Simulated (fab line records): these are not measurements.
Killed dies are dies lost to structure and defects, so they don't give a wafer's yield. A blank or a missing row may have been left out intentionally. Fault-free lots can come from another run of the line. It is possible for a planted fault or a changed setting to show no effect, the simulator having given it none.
Which tool did it? | flow rit_cmos | 14 lots, 42 wafers sampled, at 3 steps of a route of 202

WHAT THE GAUGES SHOWED, per wafer
RIT_NSD_OVL_MEAS_06. Usual: NSD_OVL typically reads 0.0 nm, with standard deviation 1.4.
lot  | measured    | on         | NSD_OVL (nm)   | flag
L855 | day 2 23:02 | overlay-02 | -2.2 -0.1 -3.6 |
L856 | day 3 04:43 | overlay-02 | 0.2 0.7 -2.1   |
L857 | day 3 08:38 | overlay-01 | 1.3 0.2 1.3    |
L861 | day 4 05:07 | overlay-01 | 1.4 2.5 0.7    |
L863 | day 4 15:30 | overlay-02 | 0.7 -1.5 -2.0  |
L864 | day 4 19:31 | overlay-02 | 1.2 1.1 3.5    |
L866 | day 5 05:15 | overlay-02 | -1.2 -0.1 0.0  |
L867 | day 5 12:14 | overlay-01 | 2.7 0.2 -1.9   |
L869 | day 5 21:23 | overlay-01 | -0.2 -0.2 -2.4 |
L870 | day 6 01:13 | overlay-01 | 0.5 0.1 0.3    |
L875 | day 7 03:26 | overlay-01 | 1.3 0.6 -0.2   |
L876 | day 7 08:14 | overlay-02 | 0.9 0.9 0.1    |
L877 | day 7 15:10 | overlay-01 | -1.0 1.1 -3.1  |
L878 | day 7 19:16 | overlay-02 | -0.4 1.1 -0.1  |

WHAT TOOL EACH LOT RAN ON (gives the tool, then ch and the chambers of the sampled wafers, and finally the start)
lot  | RIT_ACTIVE_ETCH_13                | RIT_NRETRO_STRIP_09
L855 | rie_diel-03 ch 0,1,2, day 1 14:43 | plasma_asher-04 ch 0,1, day 2 06:14
L856 | rie_diel-04 ch 1,2, day 1 19:50   | plasma_asher-04 ch 0,1, day 2 11:18
L857 | rie_diel-04 ch 2,3, day 2 00:55   | plasma_asher-04 ch 0, day 2 16:13
L861 | rie_diel-04 ch 1,2,3, day 2 20:43 | plasma_asher-02 ch 0,1, day 3 12:06
L863 | rie_diel-01 ch 0,1,3, day 3 06:50 | plasma_asher-04 ch 0,1, day 3 22:48
L864 | rie_diel-03 ch 1,3, day 3 11:43   | plasma_asher-02 ch 0,1, day 4 02:15
L866 | rie_diel-01 ch 0,2,3, day 3 21:50 | plasma_asher-01 ch 0,1, day 4 12:09
L867 | rie_diel-04 ch 0,3, day 4 02:43   | plasma_asher-02 ch 0,1, day 4 17:18
L869 | rie_diel-01 ch 1,2,3, day 4 12:50 | plasma_asher-01 ch 0,1, day 5 03:47
L870 | rie_diel-01 ch 0,1, day 4 17:50   | plasma_asher-01 ch 0,1, day 5 08:18
L875 | rie_diel-01 ch 0,2,3, day 5 19:26 | plasma_asher-02 ch 1, day 6 10:07
L876 | rie_diel-01 ch 0,2, day 5 23:43   | plasma_asher-04 ch 0,1, day 6 15:01
L877 | rie_diel-03 ch 0,3, day 6 04:43   | plasma_asher-04 ch 0,1, day 6 20:13
L878 | rie_diel-04 ch 0,1,2, day 6 09:50 | plasma_asher-01 ch 0,1, day 7 00:21
- RIT_ACTIVE_ETCH_13: etches Si3N4 in SF6, stops on SiO2, time 210 s, target depth 210 nm.
- RIT_NRETRO_STRIP_09: strips in O2, time 180 s.

AS READ BY THE TOOLS THEMSELVES (means over the sampled wafers that have a number; for cases with no such wafer, the mark the record gives instead)
RIT_ACTIVE_ETCH_13. Usual: SF6_flow_sccm 200.0 sccm, standard deviation 0.54; drypump_motor_current_A 5.8 A, standard deviation 0.51; oes_product_au 0.819 a.u., standard deviation 0.01; run_length_s 238.4 s, standard deviation 0.47; throttle_valve_pct 7.48 %, standard deviation 0.13.
lot  | tool        | SF6_flow_sccm (sccm) | drypump_motor_current_A (A) | oes_product_au (a.u.) | run_length_s (s) | throttle_valve_pct (%) | flag
L855 | rie_diel-03 | 199.6                | 5.9                         | 0.821                 | 238.4            | 7.30                   |
L856 | rie_diel-04 | 199.8                | 5.6                         | 0.816                 | 238.1            | 7.53                   |
L857 | rie_diel-04 | 199.6                | 6.1                         | 0.817                 | 239.0            | 7.56                   |
L861 | rie_diel-04 | 200.4                | 5.8                         | 0.824                 | 238.5            | 7.53                   |
L863 | rie_diel-01 | 199.7                | 5.7                         | 0.818                 | 238.4            | 7.58                   |
L864 | rie_diel-03 | 200.1                | 5.8                         | 0.816                 | 238.7            | 7.39                   |
L866 | rie_diel-01 | 199.9                | 5.5                         | 0.814                 | 238.5            | 7.51                   |
L867 | rie_diel-04 | 199.9                | 5.9                         | 0.822                 | 238.4            | 7.58                   |
L869 | rie_diel-01 | 200.3                | 5.7                         | 0.813                 | 238.0            | 7.49                   |
L870 | rie_diel-01 | 200.2                | 6.1                         | 0.802                 | 238.5            | 7.63                   |
L875 | rie_diel-01 | 199.7                | 5.5                         | 0.802                 | 245.4            | 7.51                   | OFF
L876 | rie_diel-01 | 200.0                | 5.6                         | 0.805                 | 245.9            | 7.47                   | OFF
L877 | rie_diel-03 | 200.0                | 5.8                         | 0.821                 | 238.9            | 7.47                   |
L878 | rie_diel-04 | 200.4                | 5.9                         | 0.813                 | 238.3            | 7.55                   |

RIT_NRETRO_STRIP_09. Usual: drypump_motor_current_A reads 5.5 A (standard deviation 0.39).
lot  | tool            | drypump_motor_current_A (A) | flag
L855 | plasma_asher-04 | 5.8                         |
L856 | plasma_asher-04 | 5.8                         |
L857 | plasma_asher-04 | 5.9                         |
L861 | plasma_asher-02 | 5.9                         |
L863 | plasma_asher-04 | 5.8                         |
L864 | plasma_asher-02 | 5.5                         |
L866 | plasma_asher-01 | 5.2                         |
L867 | plasma_asher-02 | 5.5                         |
L869 | plasma_asher-01 | 5.2                         |
L870 | plasma_asher-01 | 5.2                         |
L875 | plasma_asher-02 | 5.1                         |
L876 | plasma_asher-04 | 5.8                         |
L877 | plasma_asher-04 | 5.8                         |
L878 | plasma_asher-01 | 5.2                         |

THE ANSWER, worked out from the rows above alone
Rule: a lot counts as off when the mean over its wafers that have a number is more than 3 standard deviations away from the usual mean. A lot without any number at a reading at which 4 lots or more have one is off too. All remaining lots with rows at the step are treated as sound. First the gauges in route order, then the tools' own readings, where a lot's mean is used as printed above. The first step at which some lot is off is used, and at that step the reading that is off furthest; a lot without a number counts as furthest.
Off: L875, L876 (RIT_ACTIVE_ETCH_13, run_length_s).
If a tool, at that step or one of the process steps before it, ran each lot that is off and ran no sound lot following the first of them, it fits. One fits: rie_diel-01 at RIT_ACTIVE_ETCH_13. Its last sound lot is L870 (day 4 17:50), its first lot that is off L875 (day 5 19:26): a fault that began between those two fits.
On the lots that are off, the tool's own readings at RIT_ACTIVE_ETCH_13 differ by more than 5 times the standard deviation of the sound lots' means, which bears it out; run_length_s reads 245.7 s there versus 238.5 s on the sound lots.

WHAT HAD BEEN PUT IN BY THE SIMULATOR
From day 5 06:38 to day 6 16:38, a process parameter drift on rie_diel-01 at RIT_ACTIVE_ETCH_13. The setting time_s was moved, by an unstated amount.
Lots struck among those shown: L875, L876. Same finding as the rule above.
